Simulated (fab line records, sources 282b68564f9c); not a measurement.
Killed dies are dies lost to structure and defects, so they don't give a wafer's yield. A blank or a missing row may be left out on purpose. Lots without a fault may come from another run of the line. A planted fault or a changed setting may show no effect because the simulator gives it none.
fab line records | flow rit_cmos
record lots=6 wafers=18 last_day=7
route steps=202 shown PWELL@49 WELLDRIVE@50 NWELL@51 NRETRO@53 PRETRO@64 GATE@75 FOX2@80 M1@202
lots that met no fault: from a run of the same line without faults
start_h: hours from the record's first day to the start of the lot's first wafer shown | wait_h: hours since the lot's step before | " the same as in the row above | L1.1+2: a row that stands for several wafers | - no value, or no start given | * or withheld: withheld | < > ~ a bound
route shown NAME@n: a module of which the file shows steps, and the number in the route of the first | usual: mean/standard deviation of fault-free wafers | same: alike in all rows | chamber/n: place in a boat | sites: the reading at each site | _std_site: their standard deviation | _edge_site: outer sites' mean less inner sites' | radius_mm: how far each site lies from the wafer's centre | mask NAME#n: copy n | behind: the tool/chamber that last shaped the wafer | hold: why the lot was held/for how many hours/how that ended | device: the transistor (n, p or np) that didn't switch | end of line: the same wafers' tests at the end of the route | a step without rows: its recipe alone | killed: dies lost to structure and defects at the first sort, not the wafer's yield | map: a wafer's dies, x killed, . not, _ none there
set.NAME: the setting as run; set.NAME@STEP: as run at that earlier step | model.NAME: the simulator's own value behind a step, which no gauge read
lots at some steps of the route; a table a step, a row a wafer
services: from which hour (start_h, from the record's first day; less than 0 if before it) a tool's chamber was out of use, for how many hours, and why
## steps
# step RIT_PWELL_TW_MEAS_10
# usual PWELL_TW=955/8
# columns lot.wafer tool chamber start_h wait_h PWELL_TW
L551.2 film_metro-04 - 79.18 0.1 954
L551.5 " - " " 951
L551.6 " - " " 961
L553.1 film_metro-03 - 84.62 0.1 961
L553.3 " - " " 961
L553.6 " - " " 964
L556.2 film_metro-01 - 97.69 0.1 942
L556.4 " - " " 939
L556.5 " - " " 943
L557.1 film_metro-03 - 98.13 0.1 962
L557.5 " - " " 964
L557.6 " - " " 963
L559.2 film_metro-01 - 104.38 0.1 945
L559.4 " - " " 941
L559.6 " - " " 943
L563.2 film_metro-04 - 120.29 0.1 958
L563.4 " - " " 952
L563.5 " - " " 953
# step RIT_WELLDRIVE_ANNEAL_00
# recipe temp_c=1100 time_s=14700 ambient=N2
# step RIT_WELLDRIVE_RS_MEAS_01
# recipe thk_meas_gauge=four-point-probe
# usual NWELL_RS=275.2/0.6
# columns lot.wafer tool chamber start_h wait_h NWELL_RS[ohm/sq]
L551.2 film_metro-01 - 88.46 0.0 274.2
L551.5 " - " " 274.2
L551.6 " - " " 274.9
L553.1 film_metro-01 - 93.52 0.0 275.3
L553.3 " - " " 275.5
L553.6 " - " " 275.6
L556.2 film_metro-04 - 102.84 0.0 275.5
L556.4 " - " " 274.9
L556.5 " - " " 275.4
L557.1 film_metro-01 - 105.47 0.0 274.4
L557.5 " - " " 274.7
L557.6 " - " " 274.6
L559.2 film_metro-01 - 112.49 0.0 274.8
L559.4 " - " " 275.4
L559.6 " - " " 275.8
L563.2 film_metro-01 - 125.46 0.0 276.6
L563.4 " - " " 275.8
L563.5 " - " " 275.1
# step RIT_WELLDRIVE_RS_MEAS_02
# recipe thk_meas_gauge=four-point-probe
# usual PWELL_RS=429.3/1.1
# columns lot.wafer tool chamber start_h wait_h PWELL_RS[ohm/sq]
L551.2 film_metro-01 - 88.58 0.1 427.9
L551.5 " - " " 427.4
L551.6 " - " " 427.6
L553.1 film_metro-01 - 93.64 0.1 428.3
L553.3 " - " " 429.2
L553.6 " - " " 429.1
L556.2 film_metro-04 - 102.96 0.1 431.3
L556.4 " - " " 430.8
L556.5 " - " " 430.7
L557.1 film_metro-01 - 105.59 0.1 427.7
L557.5 " - " " 427.3
L557.6 " - " " 428.8
L559.2 film_metro-01 - 112.61 0.1 429.0
L559.4 " - " " 429.4
L559.6 " - " " 428.0
L563.2 film_metro-01 - 125.58 0.1 429.6
L563.4 " - " " 429.3
L563.5 " - " " 429.5
# step RIT_NRETRO_HMDS_00
# recipe prime_time_s=60 prime_temp_c=140
# step RIT_NRETRO_COAT_01
# recipe resist=NOVOLAK spin_rpm=2000 resist_thk_nm=1300
# step RIT_NRETRO_SOFTBAKE_02
# recipe resist=NOVOLAK temp_c=90 time_s=60
# step RIT_NRETRO_EXPOSE_03
# recipe mask_id=M4 na=0.57 target_cd_nm=43900 dose_mj=250
# step RIT_NRETRO_PEB_04
# recipe resist=NOVOLAK temp_c=withheld time_s=withheld
# step RIT_NRETRO_DEVELOP_05
# recipe resist=NOVOLAK develop_time_s=68 dev_temp_c=23
# step RIT_NRETRO_OVL_MEAS_06
# usual NRETRO_OVL=0.2/1.1
# columns lot.wafer tool chamber start_h wait_h NRETRO_OVL[nm]
L551.2 overlay-02 - 89.56 - 0.6
L551.5 " - " " -0.3
L551.6 " - " " 0.5
L553.1 overlay-01 - 94.98 - 0.3
L553.3 " - " " 0.2
L553.6 " - " " -0.1
L556.2 overlay-02 - 104.07 - 0.2
L556.4 " - " " -0.9
L556.5 " - " " -0.9
L557.1 overlay-02 - 106.59 - 0.8
L557.5 " - " " 1.7
L557.6 " - " " 0.8
L559.2 overlay-01 - 114.00 - -1.9
L559.4 " - " " -0.7
L559.6 " - " " -1.7
L563.2 overlay-02 - 126.70 - -0.9
L563.4 " - " " -2.1
L563.5 " - " " -0.5
# step RIT_NRETRO_HARDBAKE_07
# recipe resist=NOVOLAK temp_c=140 time_s=120
# step RIT_NRETRO_IMPLANT_08
# recipe species=P energy_kev=70 dose_cm2=1e+13 tilt_deg=7
# usual beam_energy_keV=70.005/0.021
# columns lot.wafer tool chamber start_h wait_h beam_energy_keV model.implant.rp_nm model.implant.drp_nm
L551.2 implanter-02 0 89.87 0.2 70.005 85.7 33.94
L551.5 " 0 " " 70.017 85.7 33.94
L551.6 " 0 " " 70.006 85.7 33.94
L553.1 implanter-02 0 95.31 0.2 78.080 96.82 37.18
L553.3 " 0 " " 78.100 96.82 37.18
L553.6 " 0 " " 78.090 96.82 37.18
L556.2 implanter-02 0 104.38 0.2 78.065 98.57 37.18
L556.4 " 0 " " 78.069 98.57 37.18
L556.5 " 0 " " 78.109 98.57 37.18
L557.1 implanter-04 0 106.88 0.2 70.005 85.7 33.94
L557.5 " 0 " " 69.971 85.7 33.94
L557.6 " 0 " " 70.003 85.7 33.94
L559.2 implanter-03 0 114.30 0.2 70.008 82.85 33.94
L559.4 " 0 " " 70.010 82.85 33.94
L559.6 " 0 " " 69.997 82.85 33.94
L563.2 implanter-03 0 127.00 0.2 70.037 82.72 33.94
L563.4 " 0 " " 70.030 82.72 33.94
L563.5 " 0 " " 70.013 82.72 33.94
# step RIT_NRETRO_STRIP_09
# recipe chemistry=O2 time_s=180 resist=NOVOLAK platen_temp_c=withheld power_w=500 pressure_mtorr=4000 o2_flow_sccm=4000
# usual drypump_motor_current_A=5.5/0.55
# columns lot.wafer tool chamber start_h wait_h drypump_motor_current_A rf_hours_counter_h
L551.2 plasma_asher-03 0 89.99 0.1 5.7 42
L551.5 " 0 " " 5.7 -
L551.6 " 1 " " 4.7 -
L553.1 plasma_asher-04 1 95.46 0.1 4.9 47
L553.3 " 1 " " 4.9 -
L553.6 " 1 " " 4.9 -
L556.2 plasma_asher-04 0 104.50 0.1 5.5 48
L556.4 " 0 " " 5.5 -
L556.5 " 0 " " 5.5 -
L557.1 plasma_asher-04 0 107.03 0.1 5.5 49
L557.5 " 1 " " 4.9 -
L557.6 " 0 " " 5.5 -
L559.2 plasma_asher-04 1 114.43 0.1 4.9 50
L559.4 " 0 " " 5.5 -
L559.6 " 1 " " 4.9 -
L563.2 plasma_asher-02 1 127.13 0.1 6.4 48
L563.4 " 0 " " 5.7 -
L563.5 " 1 " " 6.5 -
# step RIT_NRETRO_TW_MEAS_10
# usual NRETRO_TW=1055/11
# columns lot.wafer tool chamber start_h wait_h NRETRO_TW
L551.2 film_metro-03 - 90.18 0.1 1064
L551.5 " - " " 1073
L551.6 " - " " 1068
L553.1 film_metro-01 - 95.64 0.1 1058
L553.3 " - " " 1062
L553.6 " - " " 1064
L556.2 film_metro-02 - 104.69 0.1 1094
L556.4 " - " " 1093
L556.5 " - " " 1094
L557.1 film_metro-01 - 107.20 0.1 1045
L557.5 " - " " 1040
L557.6 " - " " 1037
L559.2 film_metro-03 - 114.61 0.1 1055
L559.4 " - " " 1064
L559.6 " - " " 1062
L563.2 film_metro-01 - 127.31 0.1 1043
L563.4 " - " " 1043
L563.5 " - " " 1041
# step RIT_PRETRO_HMDS_00
# recipe prime_time_s=60 prime_temp_c=140
# step RIT_PRETRO_COAT_01
# recipe resist=NOVOLAK spin_rpm=2000 resist_thk_nm=1300
# step RIT_PRETRO_SOFTBAKE_02
# recipe resist=NOVOLAK temp_c=90 time_s=60
# step RIT_PRETRO_EXPOSE_03
# recipe mask_id=M5 na=0.57 target_cd_nm=43700 dose_mj=250
# step RIT_PRETRO_PEB_04
# recipe resist=NOVOLAK temp_c=withheld time_s=withheld
# step RIT_PRETRO_DEVELOP_05
# recipe resist=NOVOLAK develop_time_s=68 dev_temp_c=23
# step RIT_PRETRO_OVL_MEAS_06
# usual PRETRO_OVL=1.0/1.2
# columns lot.wafer tool chamber start_h wait_h PRETRO_OVL[nm]
L551.2 overlay-02 - 91.26 - 1.9
L551.5 " - " " 1.3
L551.6 " - " " 0.5
L553.1 overlay-02 - 97.10 - 0.5
L553.3 " - " " 0.3
L553.6 " - " " 0.6
L556.2 overlay-01 - 105.75 - 1.7
L556.4 " - " " 1.0
L556.5 " - " " 1.1
L557.1 overlay-02 - 108.27 - 0.8
L557.5 " - " " 1.3
L557.6 " - " " 0.7
L559.2 overlay-02 - 115.84 - -0.7
L559.4 " - " " 1.5
L559.6 " - " " -0.2
L563.2 overlay-01 - 128.58 - 0.2
L563.4 " - " " 0.7
L563.5 " - " " 1.1
# step RIT_PRETRO_HARDBAKE_07
# recipe resist=NOVOLAK temp_c=140 time_s=120
# step RIT_PRETRO_IMPLANT_08
# recipe species=B energy_kev=45 dose_cm2=1.2e+13 tilt_deg=7
# step RIT_PRETRO_STRIP_09
# recipe chemistry=O2 time_s=180 resist=NOVOLAK platen_temp_c=withheld power_w=500 pressure_mtorr=4000 o2_flow_sccm=4000
# usual drypump_motor_current_A=5.8/0.5
# columns lot.wafer tool chamber start_h wait_h drypump_motor_current_A rf_hours_counter_h
L551.2 plasma_asher-02 0 91.69 0.1 5.7 44
L551.5 " 1 " " 6.4 -
L551.6 " 0 " " 5.7 -
L553.1 plasma_asher-01 0 97.75 0.1 6.0 26
L553.3 " 1 " " 5.7 -
L553.6 " 1 " " 5.7 -
L556.2 plasma_asher-01 0 106.18 0.1 6.0 26
L556.4 " 1 " " 5.7 -
L556.5 " 1 " " 5.7 -
L557.1 plasma_asher-03 1 108.70 0.1 4.7 44
L557.5 " 1 " " 4.7 -
L557.6 " 0 " " 5.7 -
L559.2 plasma_asher-02 0 116.50 0.1 5.7 46
L559.4 " 1 " " 6.5 -
L559.6 " 1 " " 6.5 -
L563.2 plasma_asher-01 0 129.13 0.1 6.0 29
L563.4 " 0 " " 6.0 -
L563.5 " 1 " " 5.7 -
# step RIT_PRETRO_TW_MEAS_10
# usual PRETRO_TW=477/4.3
# columns lot.wafer tool chamber start_h wait_h PRETRO_TW
L551.2 film_metro-04 - 91.87 0.1 476
L551.5 " - " " 474
L551.6 " - " " 479
L553.1 film_metro-04 - 97.93 0.1 482
L553.3 " - " " 478
L553.6 " - " " 480
L556.2 film_metro-04 - 106.36 0.1 480
L556.4 " - " " 482
L556.5 " - " " 483
L557.1 film_metro-04 - 108.88 0.1 478
L557.5 " - " " 478
L557.6 " - " " 478
L559.2 film_metro-04 - 116.68 0.1 480
L559.4 " - " " 482
L559.6 " - " " 478
L563.2 film_metro-02 - 129.32 0.1 479
L563.4 " - " " 479
L563.5 " - " " 480
# step RIT_GATE_WET_ETCH_00
# recipe chemistry=BOE target=SiO2 target_depth_nm=56 time_s=60 dry=n2_spin dilution=10:1 temp_c=21.5
# step RIT_GATE_CLEAN_01
# recipe chemistry=SC1 mix=3:3:50 time_s=600 temp_c=75
# step RIT_GATE_CLEAN_02
# recipe chemistry=dHF dilution=50:1 time_s=30
# step RIT_GATE_CLEAN_03
# recipe chemistry=SC2 mix=3:3:50 time_s=600 temp_c=75 dry=n2_spin
# step RIT_GATE_CLEAN_04
# recipe chemistry=dHF dilution=50:1 time_s=60 dry=n2_spin
# step RIT_FOX2_THK_MEAS_91
# recipe reads=SiO2_of_FOX2_OXIDATION_00
# usual FIELD_OXIDE_LEFT_2_THK=257/5.6
# columns lot.wafer tool chamber start_h wait_h FIELD_OXIDE_LEFT_2_THK[nm]
L551.2 film_metro-03 - 92.37 0.0 253
L551.5 " - " " 260
L551.6 " - " " 253
L553.1 film_metro-03 - 98.53 0.0 252
L553.3 " - " " 248
L553.6 " - " " 249
L556.2 film_metro-02 - 106.84 0.0 254
L556.4 " - " " 259
L556.5 " - " " 256
L557.1 film_metro-02 - 109.39 0.0 262
L557.5 " - " " 260
L557.6 " - " " 261
L559.2 film_metro-04 - 117.16 0.0 262
L559.4 " - " " 260
L559.6 " - " " 262
L563.2 film_metro-02 - 129.81 0.0 269
L563.4 " - " " 262
L563.5 " - " " 263
# step RIT_GATE_OXIDATION_05
# recipe temp_c=900 ambient=O2 target_thk_a=30 ox_time_s=270
# step RIT_GATE_ANNEAL_06
# recipe temp_c=900 time_s=600 ambient=N2O
# step RIT_GATE_THK_MEAS_07
# recipe reads=SiO2_of_GATE_OXIDATION_05
# usual GATE_OXIDE_THK=3.02/0.057
# columns lot.wafer tool chamber start_h wait_h GATE_OXIDE_THK[nm]
L551.2 film_metro-04 - 97.65 0.0 2.94
L551.5 " - " " 3.08
L551.6 " - " " 3.00
L553.1 film_metro-02 - 108.28 0.0 3.02
L553.3 " - " " 3.03
L553.6 " - " " 3.12
L557.1 film_metro-02 - 112.72 0.0 3.00
L557.5 " - " " 3.11
L557.6 " - " " 3.07
L556.2 film_metro-03 - 112.73 0.0 3.03
L556.4 " - " " 2.96
L556.5 " - " " 2.97
L559.2 film_metro-04 - 118.92 0.0 2.99
L559.4 " - " " 2.96
L559.6 " - " " 3.03
L563.2 film_metro-02 - 131.73 0.0 3.05
L563.4 " - " " 3.03
L563.5 " - " " 2.98
# step RIT_GATE_CVD_08
# recipe material=poly-Si target_thk_nm=250 temp_c=610 precursor=SiH4 time_s=2220 pressure_mtorr=300 sih4_flow_sccm=100
# step RIT_GATE_THK_MEAS_09
# recipe reads=poly-Si_of_GATE_CVD_08
# usual GATE_POLY_THK=250.7/1.8
# columns lot.wafer tool chamber start_h wait_h GATE_POLY_THK[nm]
L551.2 film_metro-04 - 99.33 0.0 247.4
L551.5 " - " " 249.3
L551.6 " - " " 248.0
L553.1 film_metro-04 - 110.49 0.0 253.3
L553.3 " - " " 252.1
L553.6 " - " " 251.3
L557.1 film_metro-03 - 115.57 0.0 253.3
L557.5 " - " " 251.2
L557.6 " - " " 250.8
L556.2 film_metro-02 - 115.58 0.0 250.7
L556.4 " - " " 249.9
L556.5 " - " " 249.3
L559.2 film_metro-03 - 120.59 0.0 249.9
L559.4 " - " " 251.6
L559.6 " - " " 250.6
L563.2 film_metro-02 - 133.41 0.0 248.9
L563.4 " - " " 252.6
L563.5 " - " " 249.7
# step RIT_GATE_HMDS_10
# recipe prime_time_s=60 prime_temp_c=140
# step RIT_GATE_COAT_11
# recipe resist=NOVOLAK spin_rpm=4250 resist_thk_nm=850
# step RIT_GATE_SOFTBAKE_12
# recipe resist=NOVOLAK temp_c=90 time_s=60
# step RIT_GATE_EXPOSE_13
# recipe mask_id=M6 na=0.6 source_shape=conventional sigma_outer=0.6 target_cd_nm=150 dose_mj=380
# step RIT_GATE_PEB_14
# recipe resist=NOVOLAK temp_c=withheld time_s=withheld
# step RIT_GATE_ETCH_19
# recipe chemistry=SF6/CHF3/O2 time_s=165 SF6_flow_sccm=30 CHF3_flow_sccm=30 O2_flow_sccm=5 target=poly-Si pressure_mtorr=40 rf_w=160 target_depth_a=3125 over_etch_frac=0.25 stop_on=SiO2
# usual O2_flow_sccm=4.999/0.016 drypump_motor_current_A=5.9/0.51 oes_product_au=0.847/0.014 throttle_valve_pct=10.21/0.16
# columns lot.wafer tool chamber start_h wait_h O2_flow_sccm drypump_motor_current_A oes_product_au rf_hours_counter_h throttle_valve_pct model.GATE.cd_nm
L551.2 rie_si-01 0 100.66 0.1 4.964 5.5 0.844 71 10.47 150.9
L551.5 " 3 " " 5.002 5.5 0.842 - 10.17 149.7
L551.6 " 2 " " 5.005 6.8 0.841 - 9.91 149.2
L553.1 rie_si-01 1 111.83 0.1 4.996 5.8 0.875 96 10.38 122.6
L553.3 " 2 " " 5.018 6.8 0.855 1 9.90 122.5
L553.6 " 0 " " 4.995 5.5 0.853 - 10.48 123.4
L556.2 rie_si-02 3 117.41 0.1 4.995 5.4 0.821 143 10.16 130
L556.4 " 2 " " 5.006 6.7 0.823 81 10.29 129.3
L556.5 " 0 " " 5.000 5.8 0.829 - 10.08 131.3
L557.1 rie_si-01 3 117.87 0.1 4.997 5.5 0.859 3 10.19 148.3
L557.5 " 0 " " 5.005 5.5 0.852 - 10.48 149.7
L557.6 " 1 " " 4.987 5.8 0.862 - 10.37 149.4
L559.2 rie_si-01 1 121.96 0.1 4.974 5.8 0.863 97 10.37 149
L559.4 " 2 " " 5.005 6.7 0.854 1 9.92 150.1
L559.6 " 2 " " 5.008 6.8 0.840 - 9.90 149.8
L563.2 rie_si-02 3 135.16 0.1 4.999 5.4 0.826 144 10.16 152.2
L563.4 " 2 " " 4.976 6.7 0.825 81 10.29 150.2
L563.5 " 0 " " 4.989 5.8 0.841 - 10.07 150.8
# step RIT_M1_PROBE_99
# usual killed_at_contacts=0.1/0.23 killed_at_front_end=6.7/2.9 killed_dies=6.8/2.9 killed_open=3.5/2.1 killed_short=3.2/1.9
# same gross_dies=264 killed_at_M0_to_M3=0 killed_at_M4_up=0 killed_at_back_side=0 killed_at_other=0
# columns lot.wafer tool chamber start_h wait_h killed_at_contacts killed_at_front_end killed_dies killed_open killed_short
L553.1 prober-01 - 134.37 0.1 0 8 8 1 7
L557.1 prober-01 - 139.89 0.1 0 5 5 3 2
L557.5 prober-01 - 140.09 0.2 0 7 7 4 3
L557.6 prober-01 - 140.14 0.2 0 6 6 2 4
L556.2 prober-02 - 141.44 0.1 0 4 4 1 3
L556.4 prober-02 - 141.54 0.2 0 11 11 3 8
# killed by level:class
L553.1 GATE:geometric_particle:short=5 GATE:geometric_particle:open=1 SPACER:geometric_particle:short=1 SILICIDE:geometric_particle:short=1
L557.1 FOX1:geometric_particle:short=1 FOX2:geometric_particle:open=1 GATE:geometric_particle:short=1 GATE:geometric_particle:open=1 REOX:geometric_particle:open=1
L557.5 GATE:geometric_particle:open=3 FOX2:geometric_particle:short=2 FOX2:geometric_particle:open=1 SILICIDE:geometric_particle:short=1
L557.6 FOX1:geometric_particle:open=1 FOX1:geometric_particle:short=1 FOX2:geometric_particle:short=1 GATE:geometric_particle:short=1 SILICIDE:geometric_particle:open=1 SILICIDE:geometric_particle:short=1
L556.2 GATE:geometric_particle:short=2 GATE:geometric_particle:open=1 SILICIDE:geometric_particle:short=1
L556.4 GATE:geometric_particle:short=6 ACTIVE:geometric_particle:short=1 FOX1:geometric_particle:open=1 FOX2:geometric_particle:open=1 SILICIDE:geometric_particle:open=1 SILICIDE:geometric_particle:short=1
## services
# columns tool chamber start_h hours kind
implanter-03 - 69.62 2.3 repair
rie_si-02 0 87.19 - clean
rie_si-02 0 87.19 17.2 scheduled_down
rie_si-02 0 87.19 17.2 vent_cycle
implanter-03 - 87.47 2.2 pm
plasma_asher-01 - 98.66 2.8 pm
plasma_asher-03 - 108.88 9.0 pm
plasma_asher-03 0 108.88 9.0 vent_cycle
plasma_asher-03 1 108.88 9.0 vent_cycle
implanter-04 - 110.13 3.1 pm
plasma_asher-03 0 117.88 - clean
plasma_asher-03 1 117.88 - clean
implanter-02 - 119.67 2.7 repair
implanter-04 - 124.92 17.4 pm
## key
first_sign step=RIT_NRETRO_IMPLANT_08 reading=beam_energy_keV direction=up sigmas=99+ usual=70.005 struck=78.085
effect step=RIT_NRETRO_TW_MEAS_10 reading=NRETRO_TW direction=up sigmas=2 usual=1055 struck=1077
model_effect step=RIT_NRETRO_IMPLANT_08 value=implant.rp_nm without=87.3 struck=97.7
model_effect step=RIT_GATE_ETCH_19 value=GATE.cd_nm without=148.5 struck=126.5
met_at RIT_NRETRO_IMPLANT_08
struck_wafers L553.1,L553.3,L553.6,L556.2,L556.4,L556.5
tester_left_out L553,L556
loop_trim step=RIT_GATE_EXPOSE_13 setting=dose lots=L553,L556
onset_between 89.87 95.31
fault kind=process_parameter_drift tool=implanter-02 chamber=- onset_h=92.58 steps=RIT_NRETRO_IMPLANT_08 channel=energy_kev offset=8.0903 shape=step end_h=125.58 acts_in=these_recipes_only stated=70
# tester_left_out: of these lots the tester's yield and bins aren't shown, on N5 and GAA mostly nor the transistor test; their killed dies are dies lost to structure and defects alone, not to doping, threshold or leakage, so they don't give the yield
# loop_trim: a control loop set the setting to another value than it would have without faults
